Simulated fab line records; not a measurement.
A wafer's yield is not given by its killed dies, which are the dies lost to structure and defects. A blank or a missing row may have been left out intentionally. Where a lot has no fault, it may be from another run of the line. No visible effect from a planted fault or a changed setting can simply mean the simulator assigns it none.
fab line records    flow rit_cmos
record: lots: 6  wafers: 18  last_day: 7
route steps=202 shown PRETRO@72 GATE@75 FOX2@80
lots with no fault: from the same line, run without faults
start_h: hours from the record's first day to the start of the lot's first wafer shown    wait_h: hours elapsed since this lot's preceding step    " identical to the entry in the row above    L1.1+2: one row covering several wafers at once    - no value, or no start was given    * or withheld: withheld    < > ~ a bound
route shown NAME@n: NAME is a module with steps in the file, n the number in the route of the first one    usual: mean/standard deviation taken from wafers without a fault    same: alike in all rows    chamber/n: place in a boat    sites: readings site by site    _std_site: standard deviation of those values    _edge_site: mean of outer sites minus mean of inner sites    radius_mm: for every site, how far away it sits from the centre of the wafer    mask NAME#n: copy n    behind: the last tool/chamber to shape the wafer    hold: cause of the lot's hold/its duration in hours/its outcome    device: which transistor (n, p or np) failed to switch    end of line: tests of these same wafers at the route's end    a step with no rows: only its recipe    killed: not the wafer's yield, but the dies lost to structure and defects at the first sort    map: dies across one wafer; x = killed, . = not, _ = none there
set.NAME: the run value of the setting; set.NAME@STEP: its run value at that earlier step    model.NAME: the simulator's own value behind a step, which no gauge read
lots at some steps of the route; a table a step, a row a wafer
services: from which hour (start_h, from the record's first day; less than 0 if before it) a tool's chamber was out of use, for how many hours, and why
== steps ==
step: RIT_PRETRO_IMPLANT_08
recipe: species: B  energy_kev: 45  dose_cm2: 1.177e+13  tilt_deg: 7
step: RIT_PRETRO_STRIP_09
recipe: chemistry: O2  time_s: 180  resist: NOVOLAK  platen_temp_c: withheld  power_w: 500  pressure_mtorr: 4000  o2_flow_sccm: 4000
usual: drypump_motor_current_A: 5.6/0.49
lot.wafer  tool             chamber  start_h  wait_h  drypump_motor_current_A  rf_hours_counter_h
L148.1     plasma_asher-01  1        30.83    0.1     5.6                      41
L148.3     "                0        "        "       5.6                      -
L148.6     "                0        "        "       5.6                      -
L151.2     plasma_asher-02  1        47.19    0.1     4.8                      33
L151.3     "                0        "        "       6.3                      -
L151.5     "                1        "        "       4.8                      -
L155.1     plasma_asher-01  0        70.63    0.1     5.6                      44
L155.5     "                1        "        "       5.6                      -
L155.6     "                0        "        "       5.6                      -
L156.3     plasma_asher-01  0        74.13    0.1     5.6                      -
L156.4     "                1        "        "       5.7                      -
L156.5     "                1        "        "       5.7                      -
L164.3     plasma_asher-01  1        111.32   0.1     5.6                      -
L164.5     "                1        "        "       5.6                      -
L164.6     "                0        "        "       5.6                      -
L168.1     plasma_asher-01  0        131.85   0.1     5.6                      50
L168.3     "                1        "        "       5.6                      -
L168.4     "                0        "        "       5.6                      -
step: RIT_PRETRO_TW_MEAS_10
usual: PRETRO_TW: 470.8/2.7
lot.wafer  tool           chamber  start_h  wait_h  PRETRO_TW
L148.1     film_metro-02  -        31.01    0.1     471.3
L148.3     "              -        "        "       472.4
L148.6     "              -        "        "       469.0
L151.2     film_metro-02  -        47.37    0.1     468.6
L151.3     "              -        "        "       470.3
L151.5     "              -        "        "       470.4
L155.1     film_metro-03  -        70.80    0.1     472.0
L155.5     "              -        "        "       470.5
L155.6     "              -        "        "       468.9
L156.3     film_metro-01  -        74.27    0.1     469.2
L156.4     "              -        "        "       472.3
L156.5     "              -        "        "       469.8
L164.3     film_metro-02  -        111.46   0.1     471.0
L164.5     "              -        "        "       471.0
L164.6     "              -        "        "       474.0
L168.1     film_metro-02  -        132.02   0.1     471.6
L168.3     "              -        "        "       473.3
L168.4     "              -        "        "       474.4
step: RIT_GATE_WET_ETCH_00
recipe: chemistry: BOE  target: SiO2  target_depth_nm: 56  time_s: 60  dry: n2_spin  dilution: 10:1  temp_c: 21.5
step: RIT_GATE_CLEAN_01
recipe: chemistry: SC1  mix: 3:3:50  time_s: 600  temp_c: 75
step: RIT_GATE_CLEAN_02
recipe: chemistry: dHF  dilution: 50:1  time_s: 30
step: RIT_GATE_CLEAN_03
recipe: chemistry: SC2  mix: 3:3:50  time_s: 600  temp_c: 75  dry: n2_spin
step: RIT_GATE_CLEAN_04
recipe: chemistry: dHF  dilution: 50:1  time_s: 60  dry: n2_spin
step: RIT_FOX2_THK_MEAS_91
recipe: reads: SiO2_of_FOX2_OXIDATION_00
usual: FIELD_OXIDE_LEFT_2_THK: 258/6.5
lot.wafer  tool           chamber  start_h  wait_h  FIELD_OXIDE_LEFT_2_THK[nm]
L148.1     film_metro-04  -        31.50    0.0     252
L148.3     "              -        "        "       249
L148.6     "              -        "        "       254
L151.2     film_metro-02  -        47.92    0.0     257
L151.3     "              -        "        "       262
L151.5     "              -        "        "       260
L155.1     film_metro-04  -        71.30    0.0     253
L155.5     "              -        "        "       248
L155.6     "              -        "        "       249
L156.3     film_metro-01  -        74.76    0.0     261
L156.4     "              -        "        "       263
L156.5     "              -        "        "       258
L164.3     film_metro-01  -        111.94   0.0     264
L164.5     "              -        "        "       258
L164.6     "              -        "        "       266
L168.1     film_metro-01  -        132.54   0.0     255
L168.3     "              -        "        "       248
L168.4     "              -        "        "       255
step: RIT_GATE_OXIDATION_05
recipe: temp_c: 900  ambient: O2  target_thk_a: 30  ox_time_s: 270
step: RIT_GATE_ANNEAL_06
recipe: temp_c: 900  time_s: 600  ambient: N2O
step: RIT_GATE_THK_MEAS_07
recipe: reads: SiO2_of_GATE_OXIDATION_05
usual: GATE_OXIDE_THK: 3.03/0.07
lot.wafer  tool           chamber  start_h  wait_h  GATE_OXIDE_THK[nm]
L148.1     film_metro-01  -        32.99    0.0     2.92
L148.3     "              -        "        "       3.00
L148.6     "              -        "        "       3.07
L151.2     film_metro-02  -        50.34    0.0     2.99
L151.3     "              -        "        "       3.02
L151.5     "              -        "        "       3.04
L155.1     film_metro-02  -        73.03    0.0     3.03
L155.5     "              -        "        "       2.95
L155.6     "              -        "        "       3.06
L156.3     film_metro-01  -        76.30    0.0     3.03
L156.4     "              -        "        "       3.05
L156.5     "              -        "        "       3.04
L164.3     film_metro-01  -        113.32   0.0     3.05
L164.5     "              -        "        "       3.09
L164.6     "              -        "        "       3.13
L168.1     film_metro-01  -        133.92   0.0     3.01
L168.3     "              -        "        "       3.03
L168.4     "              -        "        "       2.92
step: RIT_GATE_CVD_08
recipe: material: poly-Si  target_thk_nm: 250  temp_c: 610  precursor: SiH4  time_s: 2220  pressure_mtorr: 300  sih4_flow_sccm: 100
usual: zone_power_centre_pct: 26.8/1.5  zone_power_load_pct: 12.26/0.24
lot.wafer  tool      chamber  start_h  wait_h  zone_power_centre_pct  zone_power_load_pct  model.poly-Si_of_GATE_CVD_08.thk_nm
L148.1     lpcvd-02  1        33.53    0.5     27.7                   12.31                253.6
L148.3     "         1        "        "       27.6                   12.28                252.8
L148.6     "         1        "        "       28.0                   12.31                253.3
L151.2     lpcvd-01  0        50.39    0.0     27.6                   12.40                247.7
L151.3     "         0        "        "       27.7                   12.48                247.5
L151.5     "         0        "        "       27.9                   12.35                248.1
L155.1     lpcvd-01  0        74.37    1.3     28.0                   12.16                252.1
L155.5     "         0        "        "       28.0                   12.21                248.4
L155.6     "         0        "        "       27.7                   12.50                250
L156.3     lpcvd-01  0        76.34    0.0     28.0                   12.45                248.9
L156.4     "         0        "        "       27.4                   12.48                250.5
L156.5     "         0        "        "       28.3                   12.35                248.6
L164.3     lpcvd-02  1        113.36   0.0     27.9                   12.38                416.1
L164.5     "         1        "        "       28.0                   12.27                414.8
L164.6     "         1        "        "       27.9                   12.27                415
L168.1     lpcvd-02  1        133.98   0.1     28.1                   12.31                414.4
L168.3     "         1        "        "       28.5                   12.41                409.9
L168.4     "         1        "        "       27.9                   12.37                410.4
step: RIT_GATE_THK_MEAS_09
recipe: reads: poly-Si_of_GATE_CVD_08
usual: GATE_POLY_THK: 251.2/2.1
lot.wafer  tool           chamber  start_h  wait_h  GATE_POLY_THK[nm]
L148.1     film_metro-01  -        35.15    0.0     253.7
L148.3     "              -        "        "       252.8
L148.6     "              -        "        "       253.2
L151.2     film_metro-02  -        52.02    0.0     247.7
L151.3     "              -        "        "       247.3
L151.5     "              -        "        "       248.2
L155.1     film_metro-01  -        75.98    0.0     252.0
L155.5     "              -        "        "       248.3
L155.6     "              -        "        "       250.3
L156.3     film_metro-02  -        77.98    0.0     248.9
L156.4     "              -        "        "       250.5
L156.5     "              -        "        "       248.7
L164.3     film_metro-02  -        115.00   0.0     416.4
L164.5     "              -        "        "       414.7
L164.6     "              -        "        "       415.1
L168.1     film_metro-02  -        136.41   0.0     414.5
L168.3     "              -        "        "       410.2
L168.4     "              -        "        "       410.7
step: RIT_GATE_HMDS_10
recipe: prime_time_s: 60  prime_temp_c: 140
step: RIT_GATE_COAT_11
recipe: resist: NOVOLAK  spin_rpm: 4250  resist_thk_nm: 850
step: RIT_GATE_SOFTBAKE_12
recipe: resist: NOVOLAK  temp_c: 90  time_s: 61.23
usual: plate_sensor_t_centre_C: 90.969/0.012  plate_sensor_t_edge_C: 91.021/0.0093
lot.wafer  tool            chamber  start_h  wait_h  plate_sensor_t_centre_C  plate_sensor_t_edge_C
L148.1     litho_track-04  0        35.51    0.1     90.969                   91.032
L148.3     "               0        "        "       90.969                   91.020
L148.6     "               0        "        "       90.998                   91.025
L151.2     litho_track-03  0        52.39    0.1     90.977                   91.022
L151.3     "               0        "        "       90.954                   91.018
L151.5     "               0        "        "       90.974                   91.012
L155.1     litho_track-04  0        76.34    0.1     90.963                   91.027
L155.5     "               0        "        "       90.972                   91.019
L155.6     "               0        "        "       90.987                   91.016
L156.3     litho_track-04  0        78.37    0.1     90.960                   91.018
L156.4     "               0        "        "       90.956                   91.007
L156.5     "               0        "        "       90.960                   91.015
L164.3     litho_track-04  0        115.39   0.1     90.982                   91.018
L164.5     "               0        "        "       90.990                   91.023
L164.6     "               0        "        "       90.960                   91.018
L168.1     litho_track-01  0        136.77   0.1     90.965                   91.023
L168.3     "               0        "        "       90.944                   91.036
L168.4     "               0        "        "       90.976                   91.041
step: RIT_GATE_EXPOSE_13
recipe: mask_id: M6  na: 0.6  source_shape: conventional  sigma_outer: 0.6  target_cd_nm: 150  dose_mj: 380
step: RIT_GATE_PEB_14
recipe: resist: NOVOLAK  temp_c: withheld  time_s: withheld
step: RIT_GATE_DEVELOP_15
recipe: resist: NOVOLAK  develop_time_s: 50  dev_temp_c: 23
step: RIT_GATE_CD_MEAS_16
recipe: target_cd_nm: 150
usual: cd_nm: 149.6/2.4
lot.wafer  tool       chamber  start_h  wait_h  cd_nm
L148.1     cd_sem-01  -        36.18    -       148.2
L148.3     "          -        "        "       146.5
L148.6     "          -        "        "       147.2
L151.2     cd_sem-02  -        52.94    -       149.3
L151.3     "          -        "        "       149.7
L151.5     "          -        "        "       148.2
L155.1     cd_sem-01  -        77.02    -       147.1
L155.5     "          -        "        "       146.1
L155.6     "          -        "        "       145.4
L156.3     cd_sem-01  -        79.03    -       149.5
L156.4     "          -        "        "       147.6
L156.5     "          -        "        "       148.5
L164.3     cd_sem-01  -        116.06   -       150.6
L164.5     "          -        "        "       149.1
L164.6     "          -        "        "       150.4
L168.1     cd_sem-02  -        137.44   -       151.2
L168.3     "          -        "        "       149.3
L168.4     "          -        "        "       148.4
step: RIT_GATE_OVL_MEAS_17
usual: GATE_OVL: -1.4/1.2
lot.wafer  tool        chamber  start_h  wait_h  GATE_OVL[nm]
L148.1     overlay-02  -        36.30    0.1     -3.0
L148.3     "           -        "        "       -3.6
L148.6     "           -        "        "       -2.2
L151.2     overlay-02  -        53.04    0.1     -2.0
L151.3     "           -        "        "       -0.1
L151.5     "           -        "        "       0.4
L155.1     overlay-02  -        77.14    0.1     -1.8
L155.5     "           -        "        "       -0.4
L155.6     "           -        "        "       -0.1
L156.3     overlay-02  -        79.13    0.1     -0.1
L156.4     "           -        "        "       -1.2
L156.5     "           -        "        "       -0.3
L164.3     overlay-01  -        116.15   0.1     -2.9
L164.5     "           -        "        "       -3.6
L164.6     "           -        "        "       -3.6
L168.1     overlay-01  -        137.56   0.1     -1.4
L168.3     "           -        "        "       -0.4
L168.4     "           -        "        "       0.4
step: RIT_GATE_HARDBAKE_18
recipe: resist: NOVOLAK  temp_c: 140  time_s: 60
step: RIT_GATE_ETCH_19
recipe: chemistry: SF6/CHF3/O2  time_s: 165  SF6_flow_sccm: 30  CHF3_flow_sccm: 30  O2_flow_sccm: 5  target: poly-Si  pressure_mtorr: 40  rf_w: 160  target_depth_a: 3125  over_etch_frac: 0.25  stop_on: SiO2
usual: O2_flow_sccm: 5.000/0.016  SF6_flow_sccm: 30.00/0.083  drypump_motor_current_A: 5.7/0.42  oes_product_au: 0.850/0.013  throttle_valve_pct: 10.26/0.16
lot.wafer  tool       chamber  start_h  wait_h  O2_flow_sccm  SF6_flow_sccm  drypump_motor_current_A  oes_product_au  rf_hours_counter_h  throttle_valve_pct  model.GATE.feature_depth_nm  model.etch.depth_nm
L148.1     rie_si-01  2        36.61    0.1     5.005         30.10          5.7                      0.880           107                 10.40               253.6                        253.6
L148.3     "          1        "        "       5.013         29.92          5.8                      0.867           57                  10.23               252.8                        252.8
L148.6     "          3        "        "       4.995         30.06          5.8                      0.842           -                   10.26               253.3                        253.3
L151.2     rie_si-02  1        53.22    0.1     5.014         30.05          5.7                      0.826           147                 10.43               247.7                        247.7
L151.3     "          2        "        "       4.994         29.98          5.4                      0.841           109                 10.18               247.5                        247.5
L151.5     "          3        "        "       4.996         29.99          5.1                      0.849           -                   10.47               248.1                        248.1
L155.1     rie_si-02  0        77.32    0.1     5.006         29.88          5.1                      0.842           3                   10.09               252.1                        252.1
L155.5     "          2        "        "       5.005         29.99          5.4                      0.848           -                   10.19               248.4                        248.4
L155.6     "          1        "        "       4.984         29.97          5.8                      0.835           -                   10.43               250                          250
L156.3     rie_si-01  0        79.30    0.1     5.006         30.13          6.5                      0.848           65                  10.00               248.9                        248.9
L156.4     "          2        "        "       4.976         29.98          5.7                      0.874           108                 10.42               250.5                        250.5
L156.5     "          0        "        "       5.005         30.07          6.5                      0.846           -                   10.00               248.6                        248.6
L164.3     rie_si-01  2        116.32   0.1     4.999         30.07          5.7                      1.052           108                 10.43               322.8                        322.8
L164.5     "          2        "        "       4.991         30.01          5.7                      1.049           -                   10.41               324.5                        324.5
L164.6     "          3        "        "       5.003         30.12          5.8                      1.019           -                   10.27               323.9                        323.9
L168.1     rie_si-01  3        137.75   0.1     5.025         29.98          5.8                      1.007           63                  10.28               321.2                        321.2
L168.3     "          0        "        "       4.985         29.95          6.5                      0.997           66                  9.99                315.3                        315.3
L168.4     "          1        "        "       5.016         30.18          5.8                      0.984           58                  10.22               301.9                        301.9
step: RIT_GATE_STRIP_20
recipe: chemistry: O2  time_s: 180  resist: NOVOLAK  platen_temp_c: withheld  power_w: 500  pressure_mtorr: 4000  o2_flow_sccm: 4000
usual: drypump_motor_current_A: 5.5/0.37
lot.wafer  tool             chamber  start_h  wait_h  drypump_motor_current_A  rf_hours_counter_h
L148.1     plasma_asher-01  1        36.72    0.1     5.7                      41
L148.3     "                0        "        "       5.6                      -
L148.6     "                0        "        "       5.6                      -
L151.2     plasma_asher-01  1        53.33    0.1     5.6                      43
L151.3     "                1        "        "       5.6                      -
L151.5     "                0        "        "       5.6                      -
L155.1     plasma_asher-01  0        77.43    0.1     5.6                      45
L155.5     "                1        "        "       5.6                      -
L155.6     "                0        "        "       5.6                      -
L156.3     plasma_asher-01  0        79.47    0.1     5.6                      -
L156.4     "                1        "        "       5.6                      -
L156.5     "                1        "        "       5.6                      -
L164.3     plasma_asher-04  1        116.49   0.1     5.6                      -
L164.5     "                0        "        "       5.2                      -
L164.6     "                1        "        "       5.6                      -
L168.1     plasma_asher-01  1        137.86   0.1     5.6                      50
L168.3     "                0        "        "       5.6                      -
L168.4     "                1        "        "       5.6                      -
== services ==
tool             chamber  start_h  hours  kind
plasma_asher-01  -        27.66    2.8    pm
plasma_asher-01  -        31.34    1.6    repair
rie_si-02        3        54.97    1.6    repair
plasma_asher-01  -        83.32    14.6   pm
lpcvd-02         -        101.81   0.9    repair
plasma_asher-02  -        108.75   9.0    pm
plasma_asher-02  0        108.75   9.0    vent_cycle
plasma_asher-02  1        108.75   9.0    vent_cycle
plasma_asher-02  -        117.75   2.8    pm
plasma_asher-02  0        117.75   -      clean
plasma_asher-02  1        117.75   -      clean
== key ==
first_sign: step: RIT_GATE_THK_MEAS_09  reading: GATE_POLY_THK  direction: up  sigmas: 77  usual: 251.2  struck: 413.6
effect: step: RIT_GATE_ETCH_19  reading: oes_product_au  direction: up  sigmas: 12  usual: 0.850  struck: 1.018
model_effect: step: RIT_GATE_CVD_08  value: poly-Si_of_GATE_CVD_08.thk_nm  without: 252.7  struck: 413.4
model_effect: step: RIT_GATE_ETCH_19  value: GATE.feature_depth_nm  without: 252.7  struck: 318.3
met_at RIT_GATE_CVD_08
struck_wafers L164.3,L164.5,L164.6,L168.1,L168.3,L168.4
later_rows_left_out L164.3,L164.5,L164.6,L168.1,L168.3,L168.4
sort_left_out L164.3,L164.5,L164.6,L168.1,L168.3,L168.4
tester_left_out L164,L168
onset_between 33.53 113.36
also_fits time
fault: kind: process_parameter_drift  tool: lpcvd-02  chamber: 1  onset_h: 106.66  steps: RIT_GATE_CVD_08  channel: time_s  offset: *  shape: step  end_h: 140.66  acts_in: *  stated: *
tester_left_out: of these lots the tester's yield and bins aren't shown, on N5 and GAA mostly nor the transistor test; their killed dies are dies lost to structure and defects alone, not to doping, threshold or leakage, so they don't give the yield
sort_left_out: the simulated sort isn't trusted on such a fault, so these wafers' sort isn't shown, and their yield isn't known
later_rows_left_out: the simulator's readings of these wafers behind a module that went badly wrong aren't trusted and aren't shown, but for the sort
